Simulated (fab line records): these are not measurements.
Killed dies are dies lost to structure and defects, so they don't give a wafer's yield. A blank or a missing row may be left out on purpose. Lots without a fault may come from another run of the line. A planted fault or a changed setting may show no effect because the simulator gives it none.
The tool behind it: which one? ; flow berkeley-cmos170 ; 42 wafers from 14 lots sampled at 4 of the route's 331 steps

== WHAT EACH GAUGE READ, for each wafer ==
UCB170_ACTIVE_THK_MEAS_06.
lot;measured;on;ACTIVE_NITRIDE_THK (nm)
L643;day 5 16:41;film-metro-03;218.8 220.5 221.4
L647;day 5 19:16;film-metro-01;224.0 223.9 222.3
L642;day 5 19:19;film-metro-01;218.8 219.2 217.7
L649;day 6 05:28;film-metro-03;222.2 222.1 221.6
L652;day 6 13:49;film-metro-01;221.4 221.8 223.0
L650;day 6 13:52;film-metro-03;218.9 220.0 218.2
L655;day 6 21:37;film-metro-04;224.1 224.0 223.6
L660;day 8 05:34;film-metro-01;221.1 221.6 220.3
L658;day 8 05:37;film-metro-04;222.0 222.0 221.5
L657;day 8 05:38;film-metro-03;222.4 220.2 220.9
L661;day 8 08:29;film-metro-03;219.8 220.4 222.0
L665;day 9 04:53;film-metro-04;218.8 219.9 218.9
L664;day 9 04:54;film-metro-03;219.0 219.6 220.4
L663;day 9 04:56;film-metro-04;221.4 221.4 223.4

UCB170_GATE_CD_MEAS_90: target cd 350 nm.
lot;measured;on;cd-nm (nm)
L643;day 7 23:19;cd-sem-02;350.3 349.9 349.5
L647;day 8 03:14;cd-sem-02;351.1 349.1 348.2
L642;day 8 02:58;cd-sem-02;349.5 350.9 350.0
L649;day 8 13:37;cd-sem-01;- - -
L652;day 8 21:58;cd-sem-01;350.1 350.0 350.0
L650;day 8 22:24;cd-sem-02;- - -
L655;day 9 08:45;cd-sem-02;349.9 350.7 350.0
L660;day 10 21:35;cd-sem-01;351.8 349.0 350.3
L658;day 10 21:11;cd-sem-02;351.4 350.2 350.7
L657;day 10 21:01;cd-sem-01;349.9 349.1 348.8
L661;day 10 22:07;cd-sem-02;350.3 350.8 350.6
L665;day 11 22:26;cd-sem-01;348.3 349.3 348.5
L664;day 11 22:58;cd-sem-01;351.5 351.3 351.4
L663;day 11 23:08;cd-sem-02;349.3 349.0 349.4

UCB170_M2_CD_MEAS_15: target cd 700 nm.
lot;measured;on;cd-nm (nm)
L643;day 9 16:05;cd-sem-01;700.0 700.1 699.4
L647;day 9 17:22;cd-sem-01;701.6 701.6 701.7
L642;day 9 16:48;cd-sem-01;698.3 698.0 697.8
L652;day 10 08:16;cd-sem-02;699.6 701.2 700.7
L655;day 10 22:41;cd-sem-01;700.7 699.0 698.6
L660;day 12 06:43;cd-sem-02;700.8 699.4 699.8
L658;day 12 06:55;cd-sem-01;700.1 700.5 699.1
L657;day 12 05:36;cd-sem-01;699.8 697.9 700.5
L661;day 12 06:35;cd-sem-01;699.8 699.2 701.2
L665;day 13 07:11;cd-sem-01;698.1 698.8 699.4
L664;day 13 06:11;cd-sem-01;701.9 702.0 701.7
L663;day 13 07:50;cd-sem-02;701.0 701.6 700.4

== WHAT TOOL EACH LOT RAN ON (gives the tool, then ch and the chambers of the sampled wafers, and finally the start) ==
lot;UCB170_GATE_CVD_04
L643;lpcvd-02 ch 1, day 7 19:49
L647;lpcvd-02 ch 1, day 7 23:43
L642;lpcvd-02 ch 1, day 7 23:43
L649;lpcvd-02 ch 0, day 8 09:25
L652;lpcvd-02 ch 1, day 8 19:08
L650;lpcvd-02 ch 1, day 8 19:08
L655;lpcvd-01 ch 1, day 9 05:51
L660;lpcvd-02 ch 1, day 10 17:47
L658;lpcvd-02 ch 1, day 10 17:47
L657;lpcvd-02 ch 0, day 10 17:47
L661;lpcvd-02 ch 1, day 10 17:47
L665;lpcvd-02 ch 1, day 11 19:32
L664;lpcvd-02 ch 1, day 11 19:32
L663;lpcvd-02 ch 1, day 11 19:32
- UCB170_GATE_CVD_04: deposits poly-Si from SiH4, time 1440 s, target thk 214 nm.

== WHAT THE TOOLS THEMSELVES READ (means of the sampled wafers that have a number; where no wafer has one, the mark that the record gives instead) ==
UCB170_GATE_CVD_04.
lot;tool;pressure-mtorr (mTorr);sih4-flow-sccm (sccm)
L643;lpcvd-02;374.9;119.6
L647;lpcvd-02;375.0;120.2
L642;lpcvd-02;375.8;120.4
L649;lpcvd-02;-;-
L652;lpcvd-02;375.6;119.8
L650;lpcvd-02;-;-
L655;lpcvd-01;374.9;120.0
L660;lpcvd-02;375.0;120.4
L658;lpcvd-02;375.5;119.8
L657;lpcvd-02;374.8;119.9
L661;lpcvd-02;375.3;120.1
L665;lpcvd-02;375.2;120.0
L664;lpcvd-02;375.2;119.8
L663;lpcvd-02;374.6;120.3

== THE ANSWER, worked out from the rows above alone ==
Rule: the usual values come from the lots themselves. Put in order of their means at a reading, lots are off if they are a third of the lots or fewer, leave a main group of 4 or more, and stand apart from it by a gap of 3 or more times the standard deviation of the main group's means; of several such gaps the widest counts. A main group is skipped when, at the precision printed for the reading in the tables above, its means are all equal. A lot without any number at a reading at which 4 lots or more have one is off too. Any other lot the step has rows for is counted as sound. After the gauges, taken in route order, come the tools' own readings; for these a lot's mean is taken, as printed above. At the first step where some lot is off, the reading lying furthest off is the one used; lots without a number count as furthest.
Off: L649, L650, at UCB170_GATE_CD_MEAS_90 (cd-nm). Without a number there: L649, L650. The main group has a mean of 350.0 nm with a standard deviation of 0.72.
A tool fits if, at a process step before that reading, it ran every lot that is off, and no sound lot after the first of them. The gauges at UCB170_GATE_CD_MEAS_90 aren't tried: what is off there is off at UCB170_GATE_CVD_04 too, on other tools, and a gauge's error can't cause that. Not one of the candidates tried fits.

== WHAT THE SIMULATOR HAD INSERTED ==
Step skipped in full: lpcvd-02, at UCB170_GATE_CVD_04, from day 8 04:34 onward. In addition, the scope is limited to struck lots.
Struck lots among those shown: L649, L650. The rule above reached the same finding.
